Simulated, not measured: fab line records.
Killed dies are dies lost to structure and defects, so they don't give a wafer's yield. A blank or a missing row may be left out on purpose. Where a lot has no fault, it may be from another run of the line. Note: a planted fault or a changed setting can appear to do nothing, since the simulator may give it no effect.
Lot-split experiment -- flow berkeleyCmos170 -- 5 lots, 23 wafers read, on a route of 331 steps

## THE SPLIT ITSELF
At UCB170_NLDD_IMPLANT_09, the setting doseCm2 was moved away from the recipe's 5e+13 on 8 of the 23 wafers read, by -4.5% to +4.9%. For the rest of the wafers, this setting stayed at what the recipe calls for.

## FROM THE SPLIT TO THE READING: what the file shows between them, 10 steps
- UCB170_SPACER_ANNEAL_02: time 1800 s (also split here: tempC)
- UCB170_PSD_IMPLANT_08 (also split here: energyKev)
- UCB170_PSD_STRIP_09: strips in O2
- UCB170_PSD_TW_MEAS_10
- UCB170_BACKSIDE_COAT_01: resist thk 900 nm (also split here: spinRpm)
- UCB170_BACKSIDE_SOFTBAKE_02: time 60 s
- UCB170_BACKSIDE_STRIP_03: strips in O2
- UCB170_BACKSIDE_CLEAN_04: cleans in SPM, time 600 s
- UCB170_SDANNEAL_RTA_00: time 10 s
- UCB170_SDANNEAL_RS_MEAS_04: measures by four-point-probe

## THE READING
At UCB170_SDANNEAL_RS_MEAS_05, a four-point-probe measurement gives NLDD_RS in ohm/sq. Typical for fault-free wafers on this fab line: 615.7 ohm/sq, with standard deviation 2.1 ohm/sq.

wafer,"tool, chamber at the split",doseCm2 as run,against the recipe,"NLDD_RS, ohm/sq",against lot-mates on the recipe
L074.1,"implanter-01, 0",5.245e+13,+4.9%,605.9,-10.4
L074.3,"implanter-01, 0",5e+13,recipe,617.0,-
L074.4,"implanter-01, 0",5.245e+13,+4.9%,605.9,-10.4
L074.5,"implanter-01, 0",5.245e+13,+4.9%,605.9,-10.4
L074.6,"implanter-01, 0",5e+13,recipe,615.5,-
L076.2,"implanter-01, 0",5e+13,recipe,615.4,-
L076.3,"implanter-01, 0",5e+13,recipe,615.6,-
L076.4,"implanter-01, 0",4.905e+13,-1.9%,620.4,+4.9
L076.5,"implanter-01, 0",4.905e+13,-1.9%,620.4,+4.9
L076.6,"implanter-01, 0",4.905e+13,-1.9%,620.2,+4.7
L075.1,"implanter-04, 0",5e+13,recipe,617.1,-
L075.3,"implanter-04, 0",5e+13,recipe,618.8,-
L075.4,"implanter-04, 0",5e+13,recipe,615.3,-
L075.5,"implanter-04, 0",5e+13,recipe,615.1,-
L075.6,"implanter-04, 0",5e+13,recipe,614.1,-
L081.2,"implanter-04, 0",5e+13,recipe,617.3,-
L081.3,"implanter-04, 0",5e+13,recipe,618.5,-
L081.4,"implanter-04, 0",5e+13,recipe,617.9,-
L085.1,"implanter-03, 0",4.773e+13,-4.5%,617.3,+7.9
L085.2,"implanter-03, 0",5e+13,recipe,609.9,-
L085.3,"implanter-03, 0",5e+13,recipe,608.3,-
L085.4,"implanter-03, 0",4.773e+13,-4.5%,617.7,+8.3
L085.6,"implanter-03, 0",5e+13,recipe,610.1,-

FIT RESULTS
A straight line over all 23 wafers: NLDD_RS changes by -1.51 ohm/sq for each +1% of doseCm2; r = -0.76; the points scatter about the line by 3.2 ohm/sq.
The same after taking each lot's own level away (the mean of its wafers on the recipe; 23 wafers): -2.04 ohm/sq for each +1%; r = -0.98; scatter 1.1 ohm/sq.
Per that fit: largest doseCm2 move, reading shift of 10 ohm/sq.
Measured against the standard deviation above, the lots' own levels, which go from 609.43 to 617.90 ohm/sq, span 4.0 times it.
So the lot-to-lot level blurs the effect unless lot-mates are compared.
Check: with one of the wafers moved furthest among these (+4.9%) left out of the fit, the line predicts -9.91 ohm/sq for it against its lot-mates. Against them it came out at -10.4 ohm/sq.

## THESE WAFERS: OTHER SPLITS
Note: prior to the reading, these wafers also went through further splits. Each is held against what the fit with the lots' levels taken away leaves over:
other split on the same wafers,wafers away from the commonest value,r with NLDD_RS (lot level and that fit taken away)
UCB170_PLDD_IMPLANT_08 energyKev,12,+0.26
UCB170_SPACER_ANNEAL_02 tempC,10,-0.32
UCB170_PSD_IMPLANT_08 energyKev,9,+0.23
UCB170_BACKSIDE_COAT_01 spinRpm,4,-0.01

## THE FILE'S OWN FIT
NLDD_RS changes by -2 ohm/sq for each +1% of doseCm2, r = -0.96.
